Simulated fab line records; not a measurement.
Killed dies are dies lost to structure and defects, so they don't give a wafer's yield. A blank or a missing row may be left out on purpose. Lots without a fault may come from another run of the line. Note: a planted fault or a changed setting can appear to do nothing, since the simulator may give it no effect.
fab line records	flow ritCmos
[record] lots = 6	wafers = 18	lastDay = 7
route steps=202 shown PLDD@118 SPACER@125 NSD@131 PSD@142 SDANNEAL@153 SILICIDE@161 M1@202
lots that met no fault: taken from a fault-free run of the same line
startH: start of the lot's first displayed wafer, in hours after the record's first day	waitH: hours from the lot's prior step to this one	" as in the row above	L1.1+2: a row that stands for several wafers	- either no value or no given start	* or withheld: withheld	< > ~ a bound
route shown NAME@n: NAME is a module with steps in the file, n the number in the route of the first one	usual: average and standard deviation across the fault-free wafers	same: alike in all rows	chamber/n: place in a boat	sites: each site's reading	_std_site: how widely they spread, as a standard deviation	_edge_site: the outer-site mean with the inner-site mean subtracted	radiusMm: for every site, how far away it sits from the centre of the wafer	mask NAME#n: copy n	behind: the most recent tool/chamber to have shaped the wafer	hold: what put the lot on hold/how long, in hours/how the hold closed	device: which transistor (n, p or np) failed to switch	end of line: tests of these same wafers at the route's end	a step without rows: its recipe alone	killed: count of dies lost to structure and defects at first sort (not the wafer's yield)	map: shows each die of a wafer: x if killed, . if not, _ if none is there
set.NAME: the run value of the setting; set.NAME@STEP: its run value at that earlier step	model.NAME: the simulator's own value behind a step, which no gauge read
a table for each step, a row for each wafer; lots at some steps of the route
services: when a tool's chamber went out of use (startH, in hours from the record's first day, below 0 if earlier), for how many hours, and the reason
[[steps]]
[step RIT_PLDD_PEB_04]
[recipe] resist = NOVOLAK	tempC = withheld	timeS = withheld
[step RIT_PLDD_DEVELOP_05]
[recipe] resist = NOVOLAK	developTimeS = 50	devTempC = 23
[step RIT_PLDD_OVL_MEAS_06]
[usual] PLDD_OVL = -0.3/1.2
lot.wafer	tool	chamber	startH	waitH	PLDD_OVL[nm]
L580.1	overlay-01	-	67.40	-	-0.4
L580.4	"	-	"	"	-2.8
L580.6	"	-	"	"	-1.3
L581.2	overlay-02	-	69.83	-	1.2
L581.4	"	-	"	"	0.8
L581.5	"	-	"	"	1.2
L594.1	overlay-01	-	135.94	-	-1.5
L594.4	"	-	"	"	0.9
L594.5	"	-	"	"	0.8
L595.1	overlay-01	-	143.75	-	-0.3
L595.3	"	-	"	"	-1.0
L595.4	"	-	"	"	-1.9
L596.1	overlay-02	-	145.89	-	-0.1
L596.5	"	-	"	"	0.1
L596.6	"	-	"	"	-0.1
L599.1	overlay-01	-	158.31	-	-1.0
L599.3	"	-	"	"	0.8
L599.5	"	-	"	"	1.7
[step RIT_PLDD_HARDBAKE_07]
[recipe] resist = NOVOLAK	tempC = 140	timeS = 60
[step RIT_PLDD_IMPLANT_08]
[recipe] species = BF2	energyKev = 20	doseCm2 = 8.897e+14	tiltDeg = 7
[step RIT_PLDD_STRIP_09]
[recipe] chemistry = O2	timeS = 180	resist = NOVOLAK	platenTempC = withheld	powerW = 500	pressureMtorr = 4000	o2FlowSccm = 4000
[usual] drypumpMotorCurrentA = 6.0/0.37	o2FlowSccm = 4001/13
lot.wafer	tool	chamber	startH	waitH	drypumpMotorCurrentA	o2FlowSccm	rfHoursCounterH
L580.1	plasmaAsher-04	0	67.81	0.1	5.8	4012	28
L580.4	"	0	"	"	5.8	3993	-
L580.6	"	1	"	"	5.4	3983	-
L581.2	plasmaAsher-04	0	70.16	0.1	5.8	4012	28
L581.4	"	0	"	"	5.8	4017	-
L581.5	"	1	"	"	5.4	4000	-
L594.1	plasmaAsher-01	1	136.27	0.1	6.4	3977	49
L594.4	"	1	"	"	6.4	3973	-
L594.5	"	0	"	"	5.6	3980	-
L595.1	plasmaAsher-01	1	144.19	0.1	6.4	3994	50
L595.3	"	1	"	"	6.4	4008	-
L595.4	"	0	"	"	5.6	4017	-
L596.1	plasmaAsher-02	0	146.23	0.1	6.3	4015	5
L596.5	"	1	"	"	6.3	4005	-
L596.6	"	0	"	"	6.3	3994	-
L599.1	plasmaAsher-01	0	158.64	0.1	5.7	4031	53
L599.3	"	0	"	"	5.6	4028	-
L599.5	"	0	"	"	5.7	4018	-
[step RIT_PLDD_TW_MEAS_10]
[usual] PLDD_TW = 2348/14
lot.wafer	tool	chamber	startH	waitH	PLDD_TW
L580.1	filmMetro-03	-	67.99	0.1	2342
L580.4	"	-	"	"	2341
L580.6	"	-	"	"	2330
L581.2	filmMetro-02	-	70.34	0.1	2379
L581.4	"	-	"	"	2377
L581.5	"	-	"	"	2387
L594.1	filmMetro-03	-	136.45	0.1	2352
L594.4	"	-	"	"	2358
L594.5	"	-	"	"	2345
L595.1	filmMetro-02	-	144.36	0.1	2362
L595.3	"	-	"	"	2354
L595.4	"	-	"	"	2352
L596.1	filmMetro-01	-	146.40	0.1	2354
L596.5	"	-	"	"	2347
L596.6	"	-	"	"	2333
L599.1	filmMetro-01	-	158.82	0.1	2340
L599.3	"	-	"	"	2348
L599.5	"	-	"	"	2352
[step RIT_SPACER_CLEAN_00]
[recipe] chemistry = SC1	mix = 3:3:50	timeS = 600	tempC = 75
[step RIT_SPACER_CLEAN_01]
[recipe] chemistry = dHF	dilution = 50:1	timeS = 30
[step RIT_SPACER_CLEAN_02]
[recipe] chemistry = SC2	mix = 3:3:50	timeS = 600	tempC = 75	dry = n2Spin
[step RIT_SPACER_CVD_03]
[recipe] material = Si3N4	targetThkNm = 250	tempC = 810	precursor = SiH2Cl2/NH3	timeS = 3300	pressureMtorr = 300	sih2cl2FlowSccm = 60	nh3FlowSccm = 150
[step RIT_SPACER_THK_MEAS_04]
[recipe] reads = Si3N4_of_SPACER_CVD_03
[usual] SPACER_NITRIDE_THK = 250.5/2.1
lot.wafer	tool	chamber	startH	waitH	SPACER_NITRIDE_THK[nm]
L580.1	filmMetro-04	-	70.33	0.0	250.0
L580.4	"	-	"	"	250.2
L580.6	"	-	"	"	248.7
L581.2	filmMetro-02	-	73.74	0.0	254.9
L581.4	"	-	"	"	255.8
L581.5	"	-	"	"	253.0
L594.1	filmMetro-02	-	138.82	0.0	250.4
L594.4	"	-	"	"	248.9
L594.5	"	-	"	"	250.1
L595.1	filmMetro-02	-	146.76	0.0	247.3
L595.3	"	-	"	"	248.2
L595.4	"	-	"	"	249.0
L596.1	filmMetro-01	-	149.10	0.0	251.4
L596.5	"	-	"	"	252.2
L596.6	"	-	"	"	252.5
L599.1	filmMetro-04	-	161.18	0.0	253.7
L599.3	"	-	"	"	251.6
L599.5	"	-	"	"	253.0
[step RIT_SPACER_ETCHBACK_05]
[recipe] targetDepthA = 2500	SF6_flow_sccm = 30	CHF3_flow_sccm = 30	target = Si3N4	chemistry = SF6/CHF3	pressureMtorr = 40	rfW = 250	timeS = 229.8	stopOn = SiO2
[usual] SF6_flow_sccm = 29.99/0.087	drypumpMotorCurrentA = 5.8/0.46	oesProductAu = 0.870/0.017	throttleValvePct = 10.32/0.18
lot.wafer	tool	chamber	startH	waitH	SF6_flow_sccm	drypumpMotorCurrentA	oesProductAu	rfHoursCounterH	throttleValvePct	model.poly-Si_of_GATE_CVD_08.thkNm	model.Si3N4_of_SPACER_CVD_03.thkNm	model.SiO2_of_FOX2_OXIDATION_00.thkNm
L580.1	rieDiel-01	0	70.39	0.1	30.06	6.4	0.883	54	10.06	169.3	199.1	178.5
L580.4	"	1	"	"	30.06	6.2	0.849	-	10.56	169.8	198.9	177.3
L580.6	"	3	"	"	29.89	5.0	0.880	-	10.25	168.1	196.5	174.3
L581.2	rieDiel-02	1	73.79	0.0	29.97	5.7	0.861	5	10.12	169.2	202.3	181.6
L581.4	"	2	"	"	30.05	5.7	0.908	72	10.32	170.5	202.9	181.8
L581.5	"	1	"	"	30.15	5.7	0.859	-	10.11	170	201.2	189.9
L594.1	rieDiel-02	2	138.88	0.1	29.97	5.7	0.893	73	10.30	131.1	166	160.7
L594.4	"	1	"	"	30.01	5.7	0.858	7	10.12	133.2	166.1	153.6
L594.5	"	3	"	"	30.18	6.1	0.905	-	10.34	132.6	166.3	156.8
L595.1	rieDiel-02	1	146.82	0.1	30.11	5.7	0.845	7	10.12	131.4	164.9	142.7
L595.3	"	0	"	"	29.89	6.5	0.856	130	10.20	129.6	165.6	147.8
L595.4	"	2	"	"	29.92	5.7	0.896	73	10.32	131.5	165.7	147.9
L596.1	rieDiel-01	2	149.16	0.1	30.02	5.7	0.857	8	10.50	170	198.7	169.6
L596.5	"	0	"	"	29.99	6.5	0.884	-	10.04	168.9	201.1	173.9
L596.6	"	1	"	"	29.86	6.2	0.853	-	10.59	169.8	201.1	175.8
L599.1	rieDiel-01	0	161.24	0.1	29.87	6.5	0.888	56	10.05	167.5	202.2	154.3
L599.3	"	2	"	"	30.05	5.7	0.870	8	10.51	164.5	198.9	162
L599.5	"	1	"	"	29.96	6.2	0.851	-	10.59	165.4	201	167.6
[step RIT_NSD_HMDS_00]
[recipe] primeTimeS = 60	primeTempC = 140
[step RIT_NSD_COAT_01]
[recipe] resist = NOVOLAK	spinRpm = 3250	resistThkNm = 1000
[step RIT_NSD_SOFTBAKE_02]
[recipe] resist = NOVOLAK	tempC = 90	timeS = 60
[step RIT_NSD_EXPOSE_03]
[recipe] maskId = M9	na = 0.57	targetCdNm = 40700	doseMj = 250
[step RIT_NSD_PEB_04]
[recipe] resist = NOVOLAK	tempC = withheld	timeS = withheld
[step RIT_NSD_DEVELOP_05]
[recipe] resist = NOVOLAK	developTimeS = 50	devTempC = 23
[step RIT_NSD_OVL_MEAS_06]
[usual] NSD_OVL = 0.7/1.4
lot.wafer	tool	chamber	startH	waitH	NSD_OVL[nm]
L580.1	overlay-01	-	71.52	-	1.7
L580.4	"	-	"	"	2.5
L580.6	"	-	"	"	2.4
L581.2	overlay-02	-	74.92	-	1.3
L581.4	"	-	"	"	0.7
L581.5	"	-	"	"	2.6
L594.1	overlay-01	-	139.88	-	0.4
L594.4	"	-	"	"	1.3
L594.5	"	-	"	"	-1.5
L595.1	overlay-02	-	147.82	-	-1.7
L595.3	"	-	"	"	0.6
L595.4	"	-	"	"	-0.1
L596.1	overlay-01	-	150.16	-	1.0
L596.5	"	-	"	"	1.8
L596.6	"	-	"	"	1.7
L599.1	overlay-02	-	162.28	-	0.4
L599.3	"	-	"	"	-0.6
L599.5	"	-	"	"	-0.9
[step RIT_NSD_HARDBAKE_07]
[recipe] resist = NOVOLAK	tempC = 140	timeS = 60
[step RIT_NSD_IMPLANT_08]
[recipe] species = P	energyKev = 25	doseCm2 = 1e+15	tiltDeg = 7
[step RIT_NSD_STRIP_09]
[recipe] chemistry = O2	timeS = 180	resist = NOVOLAK	platenTempC = withheld	powerW = 500	pressureMtorr = 4000	o2FlowSccm = 4000
[usual] drypumpMotorCurrentA = 5.9/0.3	o2FlowSccm = 4001/11
lot.wafer	tool	chamber	startH	waitH	drypumpMotorCurrentA	o2FlowSccm	rfHoursCounterH
L580.1	plasmaAsher-03	0	71.85	0.1	5.9	3986	41
L580.4	"	0	"	"	5.9	3990	-
L580.6	"	1	"	"	6.1	4003	-
L581.2	plasmaAsher-04	1	75.25	0.1	5.4	3996	28
L581.4	"	0	"	"	5.8	3996	-
L581.5	"	0	"	"	5.8	4013	-
L594.1	plasmaAsher-01	1	140.22	0.1	6.4	3991	50
L594.4	"	1	"	"	6.4	4006	-
L594.5	"	0	"	"	5.6	4009	-
L595.1	plasmaAsher-03	1	148.15	0.1	6.1	3997	50
L595.3	"	1	"	"	6.1	4004	-
L595.4	"	0	"	"	5.9	4005	-
L596.1	plasmaAsher-01	1	150.49	0.1	6.4	3991	51
L596.5	"	0	"	"	5.6	3996	-
L596.6	"	1	"	"	6.3	3989	-
L599.1	plasmaAsher-01	1	162.62	0.1	6.4	4009	53
L599.3	"	1	"	"	6.3	4016	-
L599.5	"	1	"	"	6.3	4032	-
[step RIT_NSD_TW_MEAS_10]
[usual] NSD_TW = 3132/18
lot.wafer	tool	chamber	startH	waitH	NSD_TW
L580.1	filmMetro-03	-	72.03	0.1	3115
L580.4	"	-	"	"	3124
L580.6	"	-	"	"	3131
L581.2	filmMetro-03	-	75.44	0.1	3135
L581.4	"	-	"	"	3119
L581.5	"	-	"	"	3114
L594.1	filmMetro-01	-	140.40	0.1	3140
L594.4	"	-	"	"	3126
L594.5	"	-	"	"	3131
L595.1	filmMetro-03	-	148.33	0.1	3139
L595.3	"	-	"	"	3121
L595.4	"	-	"	"	3110
L596.1	filmMetro-02	-	150.67	0.1	3128
L596.5	"	-	"	"	3153
L596.6	"	-	"	"	3134
L599.1	filmMetro-01	-	162.79	0.1	3124
L599.3	"	-	"	"	3122
L599.5	"	-	"	"	3114
[step RIT_PSD_HMDS_00]
[recipe] primeTimeS = 60	primeTempC = 140
[step RIT_PSD_COAT_01]
[recipe] resist = NOVOLAK	spinRpm = 3250	resistThkNm = 1000
[step RIT_PSD_SOFTBAKE_02]
[recipe] resist = NOVOLAK	tempC = 90	timeS = 60
[step RIT_PSD_EXPOSE_03]
[recipe] maskId = M10	na = 0.57	targetCdNm = 40900	doseMj = 250
[step RIT_PSD_PEB_04]
[recipe] resist = NOVOLAK	tempC = withheld	timeS = withheld
[step RIT_PSD_DEVELOP_05]
[recipe] resist = NOVOLAK	developTimeS = 50	devTempC = 21.9
[step RIT_PSD_OVL_MEAS_06]
[usual] PSD_OVL = -0.7/1.3
lot.wafer	tool	chamber	startH	waitH	PSD_OVL[nm]
L580.1	overlay-01	-	73.03	-	3.5
L580.4	"	-	"	"	2.9
L580.6	"	-	"	"	1.6
L581.2	overlay-01	-	76.61	-	-0.8
L581.4	"	-	"	"	-0.7
L581.5	"	-	"	"	-1.2
L594.1	overlay-02	-	141.31	-	0.3
L594.4	"	-	"	"	2.1
L594.5	"	-	"	"	1.1
L595.1	overlay-02	-	149.24	-	-1.7
L595.3	"	-	"	"	0.0
L595.4	"	-	"	"	-1.0
L596.1	overlay-02	-	151.58	-	-1.0
L596.5	"	-	"	"	-1.8
L596.6	"	-	"	"	-1.0
L599.1	overlay-01	-	163.70	-	-1.7
L599.3	"	-	"	"	-1.8
L599.5	"	-	"	"	-1.3
[step RIT_PSD_HARDBAKE_07]
[recipe] resist = NOVOLAK	tempC = 140	timeS = 60
[step RIT_PSD_IMPLANT_08]
[recipe] species = BF2	energyKev = 27	doseCm2 = 5e+15	tiltDeg = 7
[step RIT_PSD_STRIP_09]
[recipe] chemistry = O2	timeS = 180	resist = NOVOLAK	platenTempC = withheld	powerW = 500	pressureMtorr = 4000	o2FlowSccm = 4000
[usual] drypumpMotorCurrentA = 6.06/0.28	o2FlowSccm = 3999/14
lot.wafer	tool	chamber	startH	waitH	drypumpMotorCurrentA	o2FlowSccm	rfHoursCounterH
L580.1	plasmaAsher-03	0	73.36	0.1	5.88	4010	41
L580.4	"	1	"	"	6.13	4000	-
L580.6	"	0	"	"	5.89	3998	-
L581.2	plasmaAsher-03	0	76.94	0.1	5.90	3989	42
L581.4	"	0	"	"	5.93	3999	-
L581.5	"	1	"	"	6.13	3985	-
L594.1	plasmaAsher-02	0	141.64	0.1	6.32	3998	4
L594.4	"	1	"	"	6.30	3994	-
L594.5	"	1	"	"	6.35	4006	-
L595.1	plasmaAsher-02	0	149.57	0.1	6.29	3994	5
L595.3	"	0	"	"	6.26	4021	-
L595.4	"	1	"	"	6.29	4016	-
L596.1	plasmaAsher-03	1	151.95	0.1	6.13	3978	51
L596.5	"	0	"	"	5.88	4009	-
L596.6	"	1	"	"	6.14	3999	-
L599.1	plasmaAsher-02	1	164.04	0.1	6.27	3996	8
L599.3	"	1	"	"	6.28	3993	-
L599.5	"	1	"	"	6.29	4031	-
[step RIT_PSD_TW_MEAS_10]
[usual] PSD_TW = 3445/23
lot.wafer	tool	chamber	startH	waitH	PSD_TW
L580.1	filmMetro-02	-	73.54	0.1	3458
L580.4	"	-	"	"	3451
L580.6	"	-	"	"	3461
L581.2	filmMetro-01	-	77.13	0.1	3450
L581.4	"	-	"	"	3448
L581.5	"	-	"	"	3454
L594.1	filmMetro-01	-	141.82	0.1	3456
L594.4	"	-	"	"	3450
L594.5	"	-	"	"	3452
L595.1	filmMetro-03	-	149.75	0.1	3439
L595.3	"	-	"	"	3435
L595.4	"	-	"	"	3436
L596.1	filmMetro-01	-	152.13	0.1	3431
L596.5	"	-	"	"	3462
L596.6	"	-	"	"	3436
L599.1	filmMetro-02	-	164.21	0.1	3455
L599.3	"	-	"	"	3459
L599.5	"	-	"	"	3475
[step RIT_SDANNEAL_CLEAN_00]
[recipe] chemistry = SC1	mix = 3:3:50	timeS = 600	tempC = 75
[step RIT_SDANNEAL_CLEAN_01]
[recipe] chemistry = dHF	dilution = 50:1	timeS = 30
[step RIT_SDANNEAL_CLEAN_02]
[recipe] chemistry = SC2	mix = 3:3:50	timeS = 600	tempC = 75	dry = n2Spin
lot.wafer	tool	chamber	startH	waitH	model.poly-Si_of_GATE_CVD_08.thkNm
L580.1	wetBench-04	1	73.79	0.0	164.9
L580.4	"	1	"	"	165.5
L580.6	"	1	"	"	163.7
L581.2	wetBench-03	3	77.73	0.2	164.9
L581.4	"	3	"	"	166.2
L581.5	"	3	"	"	165.6
L594.1	wetBench-02	2	142.08	0.0	126.6
L594.4	"	2	"	"	128.8
L594.5	"	2	"	"	128.2
L595.1	wetBench-04	1	150.00	0.0	127
L595.3	"	1	"	"	125.2
L595.4	"	1	"	"	127.1
L596.1	wetBench-02	1	152.38	0.0	165.7
L596.5	"	1	"	"	164.6
L596.6	"	1	"	"	165.4
L599.1	wetBench-04	2	164.46	0.0	163.1
L599.3	"	2	"	"	160.1
L599.5	"	2	"	"	161.1
[step RIT_SDANNEAL_RTA_03]
[recipe] tempC = 1050	timeS = 5	idleTempC = 600	rampUpCPerS = 342	rampDownCPerS = 171	coolToC = 600	ambient = N2
[usual] wafer_temp_C_max = 1053.5/1.2
lot.wafer	tool	chamber	startH	waitH	wafer_temp_C_max
L580.1	rtpAnneal-02	0	73.97	0.0	1052.9
L580.4	"	0	"	"	1055.6
L580.6	"	0	"	"	1055.0
L581.2	rtpAnneal-01	0	78.09	0.0	1054.3
L581.4	"	0	"	"	1054.4
L581.5	"	0	"	"	1052.5
L594.1	rtpAnneal-02	0	142.26	0.0	1052.0
L594.4	"	0	"	"	1053.4
L594.5	"	0	"	"	1055.7
L595.1	rtpAnneal-01	0	150.17	0.0	1052.1
L595.3	"	0	"	"	1052.6
L595.4	"	0	"	"	1052.5
L596.1	rtpAnneal-02	0	152.55	0.0	1051.8
L596.5	"	0	"	"	1053.7
L596.6	"	0	"	"	1054.6
L599.1	rtpAnneal-01	0	164.85	0.0	1055.2
L599.3	"	0	"	"	1052.3
L599.5	"	0	"	"	1052.7
[step RIT_SDANNEAL_RS_MEAS_04]
[recipe] thkMeasGauge = four-point-probe
[usual] PSD_RS = 115.8/0.37
lot.wafer	tool	chamber	startH	waitH	PSD_RS[ohm/sq]
L580.1	filmMetro-03	-	74.02	0.0	115.7
L580.4	"	-	"	"	115.9
L580.6	"	-	"	"	116.0
L581.2	filmMetro-01	-	78.16	0.1	116.4
L581.4	"	-	"	"	116.2
L581.5	"	-	"	"	116.2
L594.1	filmMetro-02	-	142.32	0.0	115.8
L594.4	"	-	"	"	115.8
L594.5	"	-	"	"	115.9
L595.1	filmMetro-03	-	150.23	0.0	115.3
L595.3	"	-	"	"	115.8
L595.4	"	-	"	"	115.6
L596.1	filmMetro-01	-	152.61	0.0	116.5
L596.5	"	-	"	"	116.3
L596.6	"	-	"	"	116.5
L599.1	filmMetro-02	-	164.96	0.1	116.1
L599.3	"	-	"	"	115.7
L599.5	"	-	"	"	115.9
[step RIT_SDANNEAL_RS_MEAS_05]
[recipe] thkMeasGauge = four-point-probe
[usual] NSD_RS = 84.3/0.33
lot.wafer	tool	chamber	startH	waitH	NSD_RS[ohm/sq]
L580.1	filmMetro-03	-	74.14	0.1	83.9
L580.4	"	-	"	"	83.5
L580.6	"	-	"	"	83.8
L581.2	filmMetro-01	-	78.28	0.1	84.9
L581.4	"	-	"	"	84.6
L581.5	"	-	"	"	84.6
L594.1	filmMetro-02	-	142.44	0.1	84.5
L594.4	"	-	"	"	84.3
L594.5	"	-	"	"	84.3
L595.1	filmMetro-03	-	150.35	0.1	84.0
L595.3	"	-	"	"	84.2
L595.4	"	-	"	"	84.4
L596.1	filmMetro-01	-	152.73	0.1	84.8
L596.5	"	-	"	"	84.8
L596.6	"	-	"	"	84.5
L599.1	filmMetro-02	-	165.08	0.1	84.2
L599.3	"	-	"	"	84.2
L599.5	"	-	"	"	84.2
[step RIT_SDANNEAL_RS_MEAS_06]
[recipe] thkMeasGauge = four-point-probe
[usual] PLDD_RS = 179.5/0.7
lot.wafer	tool	chamber	startH	waitH	PLDD_RS[ohm/sq]
L580.1	filmMetro-03	-	74.26	0.1	178.4
L580.4	"	-	"	"	178.8
L580.6	"	-	"	"	178.6
L581.2	filmMetro-01	-	78.40	0.1	180.0
L581.4	"	-	"	"	179.8
L581.5	"	-	"	"	180.0
L594.1	filmMetro-02	-	142.56	0.1	180.0
L594.4	"	-	"	"	178.8
L594.5	"	-	"	"	179.3
L595.1	filmMetro-03	-	150.47	0.1	178.7
L595.3	"	-	"	"	178.9
L595.4	"	-	"	"	178.9
L596.1	filmMetro-01	-	152.85	0.1	180.1
L596.5	"	-	"	"	180.6
L596.6	"	-	"	"	181.0
L599.1	filmMetro-02	-	165.20	0.1	179.2
L599.3	"	-	"	"	178.7
L599.5	"	-	"	"	179.4
[step RIT_SILICIDE_WET_ETCH_00]
[recipe] chemistry = BOE	target = SiO2	targetDepthNm = 14	timeS = 15	dry = n2Spin	dilution = 10:1	tempC = 21.5
lot.wafer	tool	chamber	startH	waitH	model.Si3N4_of_SPACER_CVD_03.thkNm	model.SiO2_of_FOX2_OXIDATION_00.thkNm
L580.1	wetBench-02	1	74.50	0.1	198	149.6
L580.4	"	1	"	"	197.7	148.4
L580.6	"	1	"	"	195.3	145.4
L581.2	wetBench-04	0	78.62	0.1	201.1	153
L581.4	"	0	"	"	201.8	153.2
L581.5	"	0	"	"	200	161.2
L594.1	wetBench-04	1	142.80	0.1	164.8	132.1
L594.4	"	1	"	"	164.9	125.1
L594.5	"	1	"	"	165.1	128.3
L595.1	wetBench-01	3	150.71	0.1	163.8	114.5
L595.3	"	3	"	"	164.5	119.6
L595.4	"	3	"	"	164.5	119.7
L596.1	wetBench-04	2	153.09	0.1	197.5	141
L596.5	"	2	"	"	200	145.5
L596.6	"	2	"	"	200	147.4
L599.1	wetBench-01	0	165.44	0.1	201.1	125.9
L599.3	"	0	"	"	197.7	133.4
L599.5	"	0	"	"	199.8	139.1
[step RIT_M1_PROBE_99]
[usual] killedAtContacts = 0.1/0.25	killedAtFrontEnd = 6.8/2.9	killedDies = 6.9/2.9	killedOpen = 3.3/1.9	killedShort = 3.6/1.9
[same] grossDies = 264	killed_at_M0_to_M3 = 0	killed_at_M4_up = 0	killedAtBackSide = 0	killedAtOther = 0
lot.wafer	tool	chamber	startH	waitH	killedAtContacts	killedAtFrontEnd	killedDies	killedOpen	killedShort	model.etest.ring.overLimit	model.etest.nmos_0p3.short	model.etest.pwell.short	model.etest.pplusSal.short	model.etest.selectEdgeDiodeN.overLimit	model.etest.antennaContact.open	model.etest.diodeNplusPwell.overLimit	model.etest.isoPplusPwell.short
L580.1	prober-01	-	82.34	0.1	1	9	10	7	3	0	0	0	0	0	0	0	0
L580.4	prober-01	-	82.49	0.2	0	8	8	5	3	0	0	0	0	0	0	0	0
L580.6	prober-01	-	82.59	0.2	0	7	7	4	3	0	0	0	0	0	0	0	0
L581.2	prober-02	-	85.60	0.1	0	7	7	3	4	0	0	0	0	0	0	0	0
L581.4	prober-02	-	85.70	0.2	0	5	5	3	2	0	0	0	0	0	0	0	0
L581.5	prober-02	-	85.75	0.2	0	6	6	3	3	0	0	0	0	0	0	0	0
L594.1	prober-02	-	150.04	0.1	0	4	4	1	3	1	1	1	1	1	1	1	1
L594.4	prober-02	-	150.19	0.2	0	6	6	1	5	1	1	1	1	1	1	1	1
L594.5	prober-02	-	150.24	0.2	0	5	5	0	5	1	1	1	1	1	1	1	1
L595.1	prober-01	-	157.66	0.1	1	7	8	5	3	1	1	1	1	1	1	1	1
L595.3	prober-01	-	157.76	0.2	0	9	9	2	7	1	1	1	1	1	1	1	1
L595.4	prober-01	-	157.81	0.2	0	7	7	4	3	1	1	1	1	1	1	1	1
L596.1	prober-02	-	160.22	0.1	1	8	9	5	4	0	0	0	0	0	0	0	0
L596.5	prober-02	-	160.42	0.2	0	9	9	4	5	0	0	0	0	0	0	0	0
L596.6	prober-02	-	160.47	0.2	0	6	6	3	3	0	0	0	0	0	0	0	0
L599.1	prober-01	-	172.56	0.1	0	4	4	2	2	0	0	0	0	0	0	0	0
L599.3	prober-01	-	172.66	0.2	0	4	4	2	2	0	0	0	0	0	0	0	0
L599.5	prober-01	-	172.76	0.2	0	15	15	8	7	0	0	0	0	0	0	0	0
// killed by level:class
L580.1 GATE:geometricParticle:open=4 GATE:geometricParticle:short=2 FOX2:geometricParticle:open=1 REOX:geometricParticle:short=1 SILICIDE:geometricParticle:open=1 CONTACT:geometricParticle:open=1
L580.4 GATE:geometricParticle:open=3 GATE:geometricParticle:short=2 SPACER:geometricParticle:open=2 FOX2:geometricParticle:short=1
L580.6 REOX:geometricParticle:open=3 GATE:geometricParticle:open=1 GATE:geometricParticle:short=1 SPACER:geometricParticle:short=1 SILICIDE:geometricParticle:short=1
L581.2 FOX1:geometricParticle:short=3 FOX1:geometricParticle:open=1 GATE:geometricParticle:short=1 GATE:geometricParticle:open=1 SILICIDE:geometricParticle:open=1
L581.4 SILICIDE:geometricParticle:open=3 FOX1:geometricParticle:short=1 GATE:geometricParticle:short=1
L581.5 SPACER:geometricParticle:open=2 GATE:geometricParticle:open=1 GATE:geometricParticle:short=1 REOX:geometricParticle:short=1 SILICIDE:geometricParticle:short=1
L594.1 GATE:geometricParticle:short=2 GATE:geometricParticle:open=1 SPACER:geometricParticle:short=1
L594.4 GATE:geometricParticle:short=2 FOX1:geometricParticle:open=1 FOX2:geometricParticle:short=1 SPACER:geometricParticle:short=1 SILICIDE:geometricParticle:short=1
L594.5 GATE:geometricParticle:short=3 FOX2:geometricParticle:short=1 SILICIDE:geometricParticle:short=1
L595.1 GATE:geometricParticle:short=3 FOX1:geometricParticle:open=2 GATE:geometricParticle:open=2 CONTACT:geometricParticle:open=1
L595.3 GATE:geometricParticle:short=4 FOX1:geometricParticle:short=1 GATE:geometricParticle:open=1 SPACER:geometricParticle:short=1 SPACER:geometricParticle:open=1 SILICIDE:geometricParticle:short=1
L595.4 REOX:geometricParticle:short=2 FOX2:geometricParticle:open=1 GATE:geometricParticle:open=1 REOX:geometricParticle:open=1 SPACER:geometricParticle:short=1 SILICIDE:geometricParticle:open=1
L596.1 FOX1:geometricParticle:open=4 GATE:geometricParticle:open=1 GATE:geometricParticle:short=1 SPACER:geometricParticle:short=1 SILICIDE:geometricParticle:short=1 CONTACT:geometricParticle:short=1
L596.5 GATE:geometricParticle:short=4 FOX1:geometricParticle:open=3 GATE:geometricParticle:open=1 SPACER:geometricParticle:short=1
L596.6 ACTIVE:geometricParticle:short=1 FOX1:geometricParticle:open=1 GATE:geometricParticle:short=1 GATE:geometricParticle:open=1 SPACER:geometricParticle:open=1 SILICIDE:geometricParticle:short=1
L599.1 GATE:geometricParticle:open=1 REOX:geometricParticle:short=1 SPACER:geometricParticle:short=1 SPACER:geometricParticle:open=1
L599.3 FOX2:geometricParticle:open=1 SPACER:geometricParticle:short=1 SPACER:geometricParticle:open=1 SILICIDE:geometricParticle:short=1
L599.5 FOX2:geometricParticle:open=3 GATE:geometricParticle:open=3 FOX2:geometricParticle:short=2 GATE:geometricParticle:short=2 SILICIDE:geometricParticle:open=2 SILICIDE:geometricParticle:short=2 REOX:geometricParticle:short=1
[[services]]
tool	chamber	startH	hours	kind
plasmaAsher-01	-	48.61	8.9	repair
rieDiel-01	2	67.31	4.3	repair
plasmaAsher-01	-	74.01	19.3	repair
rtpAnneal-01	-	79.63	5.0	pm
wetBench-03	-	105.54	1.9	repair
plasmaAsher-02	-	108.75	9.0	pm
plasmaAsher-02	0	108.75	9.0	ventCycle
plasmaAsher-02	1	108.75	9.0	ventCycle
rieDiel-01	3	113.13	12.9	repair
plasmaAsher-02	0	117.75	-	clean
plasmaAsher-02	1	117.75	-	clean
plasmaAsher-03	-	128.34	14.6	pm
wetBench-01	-	138.84	3.0	repair
plasmaAsher-04	-	154.19	2.9	repair
rieDiel-02	-	154.74	1.4	repair
[[key]]
firstSign none at tools or gauges
[modelEffect] step = RIT_SPACER_ETCHBACK_05	value = poly-Si_of_GATE_CVD_08.thkNm	without = 170.2	struck = 131.6
[modelEffect] step = RIT_SDANNEAL_CLEAN_02	value = poly-Si_of_GATE_CVD_08.thkNm	without = 165.8	struck = 127.2
[modelEffect] step = RIT_SILICIDE_WET_ETCH_00	value = Si3N4_of_SPACER_CVD_03.thkNm	without = 196.3	struck = 164.6
[modelEffect] step = RIT_M1_PROBE_99	value = etest.ring.overLimit	without = 0	struck = 1
metAt RIT_SPACER_ETCHBACK_05
struckWafers L594.1,L594.4,L594.5,L595.1,L595.3,L595.4
testerLeftOut L594,L595
onsetBetween 73.79 138.88
[fault] kind = processParameterDrift	tool = rieDiel-02	chamber = -	onsetH = 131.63	steps = RIT_SPACER_ETCHBACK_05	channel = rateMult	offset = 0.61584	shape = step	endH = 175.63
// testerLeftOut: of these lots the tester's yield and bins aren't shown, on N5 and GAA mostly nor the transistor test; their killed dies are dies lost to structure and defects alone, not to doping, threshold or leakage, so they don't give the yield
